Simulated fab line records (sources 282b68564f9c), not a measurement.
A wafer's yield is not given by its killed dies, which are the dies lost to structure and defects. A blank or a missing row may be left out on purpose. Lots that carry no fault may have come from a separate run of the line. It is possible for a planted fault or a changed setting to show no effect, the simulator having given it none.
fab line records	flow rit_cmos
record lots=5	wafers=23
route steps=202 shown SILICIDE@162 CONTACT@171 M1@188
start_h: hours from the record's first day to the start of the lot's first wafer shown	wait_h: hours from the lot's prior step to this one	" identical to the entry in the row above	L1.1+2: a single row standing in for several wafers	- no value, or no start was given	* or withheld: withheld	< > ~ a bound
route shown NAME@n: names a module that has steps shown in the file, with the first one's number in the route	usual: mean/standard deviation of fault-free wafers	same: alike in all rows	chamber/n: place in a boat	sites: each site's reading	_std_site: the values' standard deviation	_edge_site: inner sites' mean taken away from outer sites' mean	radius_mm: for every site, how far away it sits from the centre of the wafer	mask NAME#n: copy n	behind: the tool/chamber that last shaped the wafer	hold: reason for holding the lot/hours on hold/outcome of the hold	device: the n, p or np transistor that did not switch	end of line: the same wafers' tests at the end of the route	step lacking rows: just its recipe	killed: dies that structure and defects cost at the first sort, which is not the same as the wafer's yield	map: dies across one wafer; x = killed, . = not, _ = none there
set.NAME: setting as actually run; set.NAME@STEP: the setting as run at that earlier step	model.NAME: the simulator's own value behind a step, which no gauge read
lots with deliberately changed settings; one table per step, one row per wafer
## steps
# step RIT_SILICIDE_SPUTTER_01
# recipe material=Ti	target_thk_nm=30	power_w=350	chamber_pressure_pa=0.667	gas=Ar	time_s=240	substrate_temp_c=25
lot.wafer	tool	chamber	start_h	wait_h	set.time_s	model.Ti_of_SILICIDE_SPUTTER_01.thk_nm
L076.1	pvd_sputter-03	-	64.98	0.0	240	30.45
L076.3	"	-	"	"	240	30.1
L076.4	"	-	"	"	240	30.08
L076.5	"	-	"	"	240	30.15
L076.6	"	-	"	"	240	30.05
L077.1	pvd_sputter-02	-	69.28	0.0	220.7	27.87
L077.2	"	-	"	"	220.7	27.78
L077.3	"	-	"	"	220.7	27.6
L077.5	"	-	"	"	240	29.99
L077.6	"	-	"	"	240	30.18
L078.1	pvd_sputter-03	-	72.20	0.0	240	30.33
L078.2	"	-	"	"	240	30.5
L078.3	"	-	"	"	240	30.3
L082.2	pvd_sputter-03	-	93.13	0.0	240	29.85
L082.3	"	-	"	"	240	29.97
L082.4	"	-	"	"	240	29.58
L082.5	"	-	"	"	240	30.04
L082.6	"	-	"	"	240	29.89
L084.1	pvd_sputter-03	-	105.44	0.0	240	30.81
L084.3	"	-	"	"	207.1	26.64
L084.4	"	-	"	"	207.1	26.4
L084.5	"	-	"	"	240	30.71
L084.6	"	-	"	"	207.1	26.65
# step RIT_SILICIDE_RS_MEAS_02
# recipe thk_meas_gauge=four-point-probe	reads=Ti_of_SILICIDE_SPUTTER_01
# usual SILICIDE_TI_RS=47.5/0.58
lot.wafer	tool	chamber	start_h	wait_h	set.time_s@SILICIDE_SPUTTER_01	SILICIDE_TI_RS[ohm/sq]
L076.1	film_metro-01	-	65.13	0.1	240	47.0
L076.3	"	-	"	"	240	47.6
L076.4	"	-	"	"	240	47.6
L076.5	"	-	"	"	240	47.5
L076.6	"	-	"	"	240	47.7
L077.1	film_metro-01	-	69.43	0.1	220.7	52.4
L077.2	"	-	"	"	220.7	52.6
L077.3	"	-	"	"	220.7	53.1
L077.5	"	-	"	"	240	47.9
L077.6	"	-	"	"	240	47.4
L078.1	film_metro-03	-	72.35	0.1	240	47.1
L078.2	"	-	"	"	240	46.7
L078.3	"	-	"	"	240	47.2
L082.2	film_metro-01	-	93.30	0.1	240	48.0
L082.3	"	-	"	"	240	47.9
L082.4	"	-	"	"	240	48.7
L082.5	"	-	"	"	240	47.7
L082.6	"	-	"	"	240	47.9
L084.1	film_metro-04	-	105.59	0.1	240	46.4
L084.3	"	-	"	"	207.1	55.6
L084.4	"	-	"	"	207.1	56.2
L084.5	"	-	"	"	240	46.5
L084.6	"	-	"	"	207.1	55.7
# step RIT_SILICIDE_THK_MEAS_03
# recipe thk_meas_gauge=xrf	reads=Ti_of_SILICIDE_SPUTTER_01
# usual SILICIDE_TI_THK=30.4/0.36
lot.wafer	tool	chamber	start_h	wait_h	set.time_s@SILICIDE_SPUTTER_01	SILICIDE_TI_THK[nm]
L076.1	film_metro-01	-	65.25	0.1	240	30.6
L076.3	"	-	"	"	240	30.1
L076.4	"	-	"	"	240	30.4
L076.5	"	-	"	"	240	30.3
L076.6	"	-	"	"	240	30.3
L077.1	film_metro-01	-	69.55	0.1	220.7	28.0
L077.2	"	-	"	"	220.7	28.0
L077.3	"	-	"	"	220.7	27.7
L077.5	"	-	"	"	240	30.2
L077.6	"	-	"	"	240	30.5
L078.1	film_metro-03	-	72.47	0.1	240	30.4
L078.2	"	-	"	"	240	30.5
L078.3	"	-	"	"	240	30.5
L082.2	film_metro-01	-	93.41	0.1	240	30.2
L082.3	"	-	"	"	240	30.1
L082.4	"	-	"	"	240	29.5
L082.5	"	-	"	"	240	30.1
L082.6	"	-	"	"	240	30.1
L084.1	film_metro-04	-	105.71	0.1	240	31.3
L084.3	"	-	"	"	207.1	27.0
L084.4	"	-	"	"	207.1	26.8
L084.5	"	-	"	"	240	31.1
L084.6	"	-	"	"	207.1	27.0
# step RIT_CONTACT_COAT_03
# recipe resist=NOVOLAK	spin_rpm=3250	resist_thk_nm=1000
lot.wafer	tool	chamber	start_h	wait_h	set.spin_rpm	model.NOVOLAK_of_CONTACT_COAT_03.thk_nm
L076.1	litho_track-02	0	65.74	0.1	3428	970.1
L076.3	"	0	"	"	3250	999
L076.4	"	0	"	"	3250	998.5
L076.5	"	0	"	"	3250	995
L076.6	"	0	"	"	3428	968.8
L077.1+6	litho_track-04	0	70.11	0.1	3085	1022
L077.2	"	0	"	"	3250	994.9
L077.3	"	0	"	"	3250	1001
L077.5	"	0	"	"	3250	997.6
L078.1	litho_track-04	0	72.97	0.1	3250	998
L078.2	"	0	"	"	3250	997.5
L078.3	"	0	"	"	3250	996.3
L082.2	litho_track-04	0	93.94	0.1	3377	974.7
L082.3	"	0	"	"	3377	976.1
L082.4	"	0	"	"	3250	996.7
L082.5	"	0	"	"	3250	997.2
L082.6	"	0	"	"	3377	978
L084.1	litho_track-04	0	106.27	0.1	3384	982.7
L084.3	"	0	"	"	3384	977.9
L084.4	"	0	"	"	3250	1003
L084.5	"	0	"	"	3384	979.4
L084.6	"	0	"	"	3250	999.3
# step RIT_CONTACT_DEVELOP_07
# recipe resist=NOVOLAK	develop_time_s=120	dev_temp_c=23
lot.wafer	tool	chamber	start_h	wait_h	set.develop_time_s
L076.1+4+5	litho_track-03	0	-	-	128.4
L076.3+6	"	0	"	"	120
L077.1+2	litho_track-03	0	-	-	120
L077.3+5+6	"	0	"	"	104.2
L078.1+2+3	litho_track-04	0	-	-	120
L082.2+3+4+5+6	litho_track-02	0	-	-	120
L084.1+3+4+5+6	litho_track-02	0	-	-	120
# step RIT_CONTACT_CD_MEAS_08
# recipe target_cd_nm=1000
# usual cd_nm=998.9/2.1
lot.wafer	tool	chamber	start_h	wait_h	set.develop_time_s@CONTACT_DEVELOP_07	cd_nm
L076.1	cd_sem-01	-	66.69	-	128.4	1005.2
L076.3	"	-	"	"	120	997.9
L076.4	"	-	"	"	128.4	1003.7
L076.5	"	-	"	"	128.4	1002.2
L076.6	"	-	"	"	120	1001.0
L077.1	cd_sem-01	-	70.93	-	120	997.9
L077.2	"	-	"	"	120	997.3
L077.3	"	-	"	"	104.2	986.8
L077.5	"	-	"	"	104.2	986.3
L077.6	"	-	"	"	104.2	984.8
L078.1	cd_sem-02	-	73.88	-	120	999.4
L078.2	"	-	"	"	120	997.0
L078.3	"	-	"	"	120	997.6
L082.2	cd_sem-01	-	94.75	-	120	999.8
L082.3	"	-	"	"	120	999.4
L082.4	"	-	"	"	120	997.5
L082.5	"	-	"	"	120	996.8
L082.6	"	-	"	"	120	998.6
L084.1	cd_sem-02	-	107.09	-	120	999.2
L084.3	"	-	"	"	120	999.7
L084.4	"	-	"	"	120	998.3
L084.5	"	-	"	"	120	998.9
L084.6	"	-	"	"	120	996.9
# step RIT_CONTACT_HARDBAKE_10
# recipe resist=NOVOLAK	temp_c=140	time_s=60
lot.wafer	tool	chamber	start_h	wait_h	set.spin_rpm@CONTACT_COAT_03	model.NOVOLAK_of_CONTACT_COAT_03.thk_nm
L076.1	litho_track-04	0	66.91	0.1	3428	857.1
L076.3	"	0	"	"	3250	882.5
L076.4	"	0	"	"	3250	881.9
L076.5	"	0	"	"	3250	878.9
L076.6	"	0	"	"	3428	856
L077.1	litho_track-03	0	71.08	0.0	3085	902.3
L077.2	"	0	"	"	3250	878.9
L077.3	"	0	"	"	3250	884.6
L077.5	"	0	"	"	3250	881.3
L077.6	"	0	"	"	3085	902.5
L078.1	litho_track-04	0	74.04	0.0	3250	881.6
L078.2	"	0	"	"	3250	881.1
L078.3	"	0	"	"	3250	880.1
L082.2	litho_track-04	0	94.91	0.0	3377	861.2
L082.3	"	0	"	"	3377	862.4
L082.4	"	0	"	"	3250	880.5
L082.5	"	0	"	"	3250	880.9
L082.6	"	0	"	"	3377	864.1
L084.1	litho_track-02	0	107.37	0.2	3384	868.2
L084.3	"	0	"	"	3384	864
L084.4	"	0	"	"	3250	886.4
L084.5	"	0	"	"	3384	865.3
L084.6	"	0	"	"	3250	882.7
# step RIT_CONTACT_ETCH_11
# recipe target_depth_a=4800	over_etch_frac=0.2	stop_on=TiSi2	chemistry=CHF3/CF4/Ar	target=SiO2	CHF3_flow_sccm=50	cf4_flow_sccm=10	Ar_flow_sccm=100	O2_flow_sccm=5	pressure_mtorr=100	rf_w=200	time_s=320
lot.wafer	tool	chamber	start_h	wait_h	set.spin_rpm@CONTACT_COAT_03	set.develop_time_s@CONTACT_DEVELOP_07	model.NOVOLAK_of_CONTACT_COAT_03.thk_nm	model.CONTACT.cd_nm
L076.1	rie_diel-03	1	67.06	0.1	3428	128.4	741.4	1005
L076.3	"	2	"	"	3250	120	770.8	998
L076.4	"	3	"	"	3250	128.4	769.1	1004
L076.5	"	1	"	"	3250	128.4	764.5	1002
L076.6	"	0	"	"	3428	120	742.4	1001
L077.1	rie_diel-02	2	71.23	0.1	3085	120	788.4	998
L077.2	"	0	"	"	3250	120	765.2	997.4
L077.3	"	3	"	"	3250	104.2	768.6	986.8
L077.5	"	0	"	"	3250	104.2	766.8	986.5
L077.6	"	3	"	"	3085	104.2	786.2	984.7
L078.1	rie_diel-03	2	74.19	0.1	3250	120	769.1	998.9
L078.2	"	0	"	"	3250	120	766.7	996.5
L078.3	"	1	"	"	3250	120	766.1	997.7
L082.2	rie_diel-04	1	95.04	0.1	3377	120	747.2	999.6
L082.3	"	0	"	"	3377	120	745	999.6
L082.4	"	3	"	"	3250	120	764	997.7
L082.5	"	2	"	"	3250	120	765.9	996.6
L082.6	"	1	"	"	3377	120	749.5	999
L084.1	rie_diel-03	0	107.52	0.1	3384	120	754.6	998.7
L084.3	"	2	"	"	3384	120	750.3	999.6
L084.4	"	3	"	"	3250	120	772.9	998.1
L084.5	"	2	"	"	3384	120	751.1	998.7
L084.6	"	3	"	"	3250	120	769.4	997
# step RIT_CONTACT_STRIP_12
# recipe chemistry=O2	time_s=180	resist=NOVOLAK	platen_temp_c=withheld	power_w=500	pressure_mtorr=4000	o2_flow_sccm=4000
lot.wafer	tool	chamber	start_h	wait_h	set.time_s
L076.1+3+4+5+6	plasma_asher-03	1,1,0,1,0	67.25	0.1	180
L077.1+2+3+5+6	plasma_asher-03	1,0,0,0,1	71.43	0.1	180
L078.1+2+3	plasma_asher-02	0,1,0	74.38	0.1	180
L082.2+5	plasma_asher-02	1	95.23	0.1	180
L082.3+4+6	"	0,1,0	"	"	158.7
L084.1+3	plasma_asher-01	1,0	107.71	0.1	180
L084.4+5+6	"	1,0,1	"	"	204.9
# step RIT_CONTACT_CD_MEAS_90
# recipe target_cd_nm=1000
# usual cd_nm=998.9/2.1
lot.wafer	tool	chamber	start_h	wait_h	set.develop_time_s@CONTACT_DEVELOP_07	cd_nm
L076.1	cd_sem-01	-	67.43	0.1	128.4	1004.9
L076.3	"	-	"	"	120	998.2
L076.4	"	-	"	"	128.4	1003.5
L076.5	"	-	"	"	128.4	1002.0
L076.6	"	-	"	"	120	1001.5
L077.1	cd_sem-02	-	71.60	0.1	120	997.7
L077.2	"	-	"	"	120	997.6
L077.3	"	-	"	"	104.2	987.0
L077.5	"	-	"	"	104.2	986.3
L077.6	"	-	"	"	104.2	984.6
L078.1	cd_sem-01	-	74.56	0.1	120	998.8
L078.2	"	-	"	"	120	996.8
L078.3	"	-	"	"	120	997.7
L082.2	cd_sem-01	-	95.43	0.1	120	999.5
L082.3	"	-	"	"	120	999.4
L082.4	"	-	"	"	120	997.8
L082.5	"	-	"	"	120	997.0
L082.6	"	-	"	"	120	999.1
L084.1	cd_sem-02	-	107.89	0.1	120	999.0
L084.3	"	-	"	"	120	999.8
L084.4	"	-	"	"	120	998.2
L084.5	"	-	"	"	120	998.9
L084.6	"	-	"	"	120	997.5
# step RIT_M1_COAT_04
# recipe resist=NOVOLAK	spin_rpm=2000	resist_thk_nm=1300
lot.wafer	tool	chamber	start_h	wait_h	set.resist_thk_nm	model.NOVOLAK_of_M1_COAT_04.thk_nm
L076.1	litho_track-01	0	68.70	0.1	1300	1295
L076.3	"	0	"	"	1254	1249
L076.4	"	0	"	"	1254	1248
L076.5	"	0	"	"	1300	1294
L076.6	"	0	"	"	1254	1258
L077.1	litho_track-01	0	72.87	0.1	1300	1303
L077.2	"	0	"	"	1300	1298
L077.3	"	0	"	"	1300	1300
L077.5	"	0	"	"	1300	1302
L077.6	"	0	"	"	1300	1304
L078.1	litho_track-02	0	75.65	0.1	1300	1301
L078.2	"	0	"	"	1300	1305
L078.3	"	0	"	"	1300	1297
L082.2	litho_track-02	0	96.72	0.1	1300	1296
L082.3	"	0	"	"	1262	1264
L082.4	"	0	"	"	1300	1301
L082.5	"	0	"	"	1262	1259
L082.6	"	0	"	"	1300	1297
L084.1+5	litho_track-04	0	108.98	0.1	1300	1294
L084.3+4	"	0	"	"	1300	1298
L084.6	"	0	"	"	1300	1299
# step RIT_M1_SOFTBAKE_05
# recipe resist=NOVOLAK	temp_c=90	time_s=60
# step RIT_M1_EXPOSE_06
# recipe mask_id=M12	na=0.6	source_shape=conventional	sigma_outer=0.5	target_cd_nm=2600	dose_mj=250
# step RIT_M1_HARDBAKE_11
# recipe resist=NOVOLAK	temp_c=140	time_s=120
lot.wafer	tool	chamber	start_h	wait_h	set.resist_thk_nm@M1_COAT_04	model.NOVOLAK_of_M1_COAT_04.thk_nm
L076.1+5	litho_track-04	0	69.71	0.0	1300	1132
L076.3	"	0	"	"	1254	1093
L076.4	"	0	"	"	1254	1092
L076.6	"	0	"	"	1254	1101
L077.1	litho_track-01	0	73.97	0.0	1300	1139
L077.2	"	0	"	"	1300	1135
L077.3	"	0	"	"	1300	1137
L077.5	"	0	"	"	1300	1138
L077.6	"	0	"	"	1300	1140
L078.1	litho_track-02	0	76.66	0.0	1300	1138
L078.2	"	0	"	"	1300	1141
L078.3	"	0	"	"	1300	1134
L082.2+6	litho_track-02	0	97.62	0.1	1300	1134
L082.3	"	0	"	"	1262	1106
L082.4	"	0	"	"	1300	1138
L082.5	"	0	"	"	1262	1102
L084.1+5	litho_track-04	0	109.99	0.0	1300	1132
L084.3+4	"	0	"	"	1300	1135
L084.6	"	0	"	"	1300	1136
# step RIT_M1_METAL_ETCH_12
# recipe stop_on=SiO2	chemistry=Cl2/BCl3	target=Al	time_s=165	over_etch_frac=0.5	pressure_mtorr=100	target_depth_a=6000	rf_w=250	Cl2_flow_sccm=60	bcl3_flow_sccm=50
lot.wafer	tool	chamber	start_h	wait_h	set.over_etch_frac	set.resist_thk_nm@M1_COAT_04	model.NOVOLAK_of_M1_COAT_04.thk_nm
L076.1	rie_metal-01	1	69.96	0.2	0.5	1300	803.3
L076.3	"	0	"	"	0.5	1254	755.4
L076.4	"	1	"	"	0.5	1254	759.8
L076.5	"	1	"	"	0.5	1300	798.1
L076.6	"	0	"	"	0.5	1254	765.1
L077.1	rie_metal-03	0	74.22	0.2	0.5	1300	812.8
L077.2	"	1	"	"	0.5	1300	807.4
L077.3	"	1	"	"	0.5	1300	809
L077.5	"	0	"	"	0.5	1300	813.7
L077.6	"	1	"	"	0.5	1300	813.4
L078.1	rie_metal-04	1	76.91	0.2	0.5	1300	803.3
L078.2	"	0	"	"	0.5	1300	812.9
L078.3	"	1	"	"	0.5	1300	799.8
L082.2	rie_metal-01	0	97.83	0.2	0.3834	1300	824
L082.3	"	0	"	"	0.3834	1262	797.5
L082.4	"	1	"	"	0.3834	1300	835.5
L082.5	"	0	"	"	0.5	1262	767
L082.6	"	1	"	"	0.5	1300	801.9
L084.1	rie_metal-04	1	110.24	0.2	0.6279	1300	773.9
L084.3	"	1	"	"	0.5	1300	802.7
L084.4	"	0	"	"	0.5	1300	810.9
L084.5	"	0	"	"	0.5	1300	804.5
L084.6	"	1	"	"	0.6279	1300	777.6
## key
split step=RIT_SILICIDE_SPUTTER_01	setting=time_s	stated=240	by=wafer
response step=RIT_SILICIDE_SPUTTER_01	reading=model.Ti_of_SILICIDE_SPUTTER_01.thk_nm	change=+0.302	per=1%	r=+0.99
response step=RIT_SILICIDE_RS_MEAS_02	reading=SILICIDE_TI_RS	change=-0.671	per=1%	r=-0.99
response step=RIT_SILICIDE_THK_MEAS_03	reading=SILICIDE_TI_THK	change=+0.31	per=1%	r=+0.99
split step=RIT_CONTACT_COAT_03	setting=spin_rpm	stated=3250	by=wafer
response step=RIT_CONTACT_COAT_03	reading=model.NOVOLAK_of_CONTACT_COAT_03.thk_nm	change=-5.03	per=1%	r=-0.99
response step=RIT_CONTACT_HARDBAKE_10	reading=model.NOVOLAK_of_CONTACT_COAT_03.thk_nm	change=-4.4	per=1%	r=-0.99
response step=RIT_CONTACT_ETCH_11	reading=model.NOVOLAK_of_CONTACT_COAT_03.thk_nm	change=-4.49	per=1%	r=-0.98
split step=RIT_CONTACT_DEVELOP_07	setting=develop_time_s	stated=120	by=wafer
response step=RIT_CONTACT_CD_MEAS_08	reading=cd_nm	change=+0.824	per=1%	r=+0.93
response step=RIT_CONTACT_ETCH_11	reading=model.CONTACT.cd_nm	change=+0.818	per=1%	r=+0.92
response step=RIT_CONTACT_CD_MEAS_90	reading=cd_nm	change=+0.805	per=1%	r=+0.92
split step=RIT_CONTACT_STRIP_12	setting=time_s	stated=180	by=wafer
response none clear
split step=RIT_M1_COAT_04	setting=resist_thk_nm	stated=1300	by=wafer
response step=RIT_M1_COAT_04	reading=model.NOVOLAK_of_M1_COAT_04.thk_nm	change=+12.3	per=1%	r=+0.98
response step=RIT_M1_HARDBAKE_11	reading=model.NOVOLAK_of_M1_COAT_04.thk_nm	change=+10.6	per=1%	r=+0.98
response step=RIT_M1_METAL_ETCH_12	reading=model.NOVOLAK_of_M1_COAT_04.thk_nm	slope=+11.5	per=1%	together_with=over_etch_frac@M1_METAL_ETCH_12	explained=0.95
split step=RIT_M1_METAL_ETCH_12	setting=over_etch_frac	stated=0.5	by=wafer
response step=RIT_M1_METAL_ETCH_12	reading=model.NOVOLAK_of_M1_COAT_04.thk_nm	slope=-1.21	per=1%	together_with=resist_thk_nm@M1_COAT_04	explained=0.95
